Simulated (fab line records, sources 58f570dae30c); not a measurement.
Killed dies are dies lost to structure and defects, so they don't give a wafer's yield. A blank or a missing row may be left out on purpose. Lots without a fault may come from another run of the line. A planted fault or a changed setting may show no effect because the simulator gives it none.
Which tool did it? | flow berkeley_cmos170 | 13 lots, 39 wafers sampled, at 3 steps of a route of 331

WHAT THE GAUGES READ, wafer by wafer
UCB170_M2_OVL_MEAS_16.
lot  | measured     | on         | M2_OVL (nm)
L395 | day 9 01:30  | overlay-02 | 5 3 3
L397 | day 9 08:38  | overlay-02 | 12 3 -10
L398 | day 9 07:35  | overlay-01 | 4 4 4
L401 | day 10 05:15 | overlay-01 | 9 8 4
L403 | day 10 21:16 | overlay-02 | -4 -4 5
L404 | day 10 22:17 | overlay-01 | 1 2 2
L405 | day 10 15:04 | overlay-02 | -9 -9 -12
L406 | day 11 01:11 | overlay-02 | -10 -4 -3
L407 | day 11 03:11 | overlay-02 | 0 -1 3
L408 | day 11 20:47 | overlay-01 | 1 -10 -5
L411 | day 12 21:28 | overlay-01 | -3 -13 -4
L413 | day 12 23:43 | overlay-02 | -2 1 -4
L416 | day 13 07:22 | overlay-02 | -1 -2 -9

WHICH TOOL RAN EACH LOT (tool, then ch and the chambers of the sampled wafers, then the start)
lot  | UCB170_ACTIVE_CLEAN_00         | UCB170_M2_SPUTTER_01
L395 | wet_bench-04 ch 0, day 4 17:16 | pvd_sputter-02, day 8 22:41
L397 | wet_bench-04 ch 2, day 5 03:01 | pvd_sputter-02, day 9 04:59
L398 | wet_bench-04 ch 3, day 5 03:01 | pvd_sputter-01, day 9 03:59
L401 | wet_bench-02 ch 3, day 6 04:41 | pvd_sputter-01, day 10 03:17
L403 | wet_bench-03 ch 2, day 6 14:05 | pvd_sputter-02, day 10 19:17
L404 | wet_bench-03 ch 2, day 6 14:05 | pvd_sputter-01, day 10 20:12
L405 | wet_bench-03 ch 1, day 6 14:05 | pvd_sputter-03, day 10 11:58
L406 | wet_bench-02 ch 0, day 7 00:32 | pvd_sputter-03, day 10 22:57
L407 | wet_bench-02 ch 3, day 7 00:32 | pvd_sputter-02, day 11 00:55
L408 | wet_bench-03 ch 3, day 7 11:24 | pvd_sputter-03, day 11 18:13
L411 | wet_bench-03 ch 1, day 8 10:38 | pvd_sputter-03, day 12 19:20
L413 | wet_bench-04 ch 0, day 8 10:38 | pvd_sputter-02, day 12 21:46
L416 | wet_bench-03 ch 2, day 9 01:36 | pvd_sputter-02, day 13 04:35
- UCB170_ACTIVE_CLEAN_00: cleans in SPM, time 600 s.
- UCB170_M2_SPUTTER_01: material Al, target thk 900 nm, time 120 s.

WHAT THE TOOLS THEMSELVES READ (means of the sampled wafers that have a number; where no wafer has one, the mark that the record gives instead)
UCB170_M2_SPUTTER_01.
lot  | tool           | throttle_valve_pct (%)
L395 | pvd_sputter-02 | 30.1
L397 | pvd_sputter-02 | 29.8
L398 | pvd_sputter-01 | 29.0
L401 | pvd_sputter-01 | 31.3
L403 | pvd_sputter-02 | 28.8
L404 | pvd_sputter-01 | 30.6
L405 | pvd_sputter-03 | 30.0
L406 | pvd_sputter-03 | 30.6
L407 | pvd_sputter-02 | 29.7
L408 | pvd_sputter-03 | 29.2
L411 | pvd_sputter-03 | 29.8
L413 | pvd_sputter-02 | 29.4
L416 | pvd_sputter-02 | 29.6

THE ANSWER, worked out from the rows above alone
Rule: what is usual is taken from the lots themselves. Put in order of their means at a reading, lots are off if they are a third of the lots or fewer, leave a main group of 4 or more, and stand apart from it by a gap of 3 or more times the standard deviation of the main group's means; of several such gaps the widest counts. A main group whose means are all the same, to the digits that the tables above print for the reading, isn't used. A lot without any number at a reading at which 4 lots or more have one is off too. The other lots that the step has rows for count as sound. The gauges are gone through in route order, then the tools' own readings, and for those a lot's mean is taken as printed above. The first step at which some lot is off is used, and at that step the reading that is off furthest; a lot without a number counts as furthest.
No lot is off at any reading shown: from this, nothing can be told.

WHAT THE SIMULATOR HAD PUT IN
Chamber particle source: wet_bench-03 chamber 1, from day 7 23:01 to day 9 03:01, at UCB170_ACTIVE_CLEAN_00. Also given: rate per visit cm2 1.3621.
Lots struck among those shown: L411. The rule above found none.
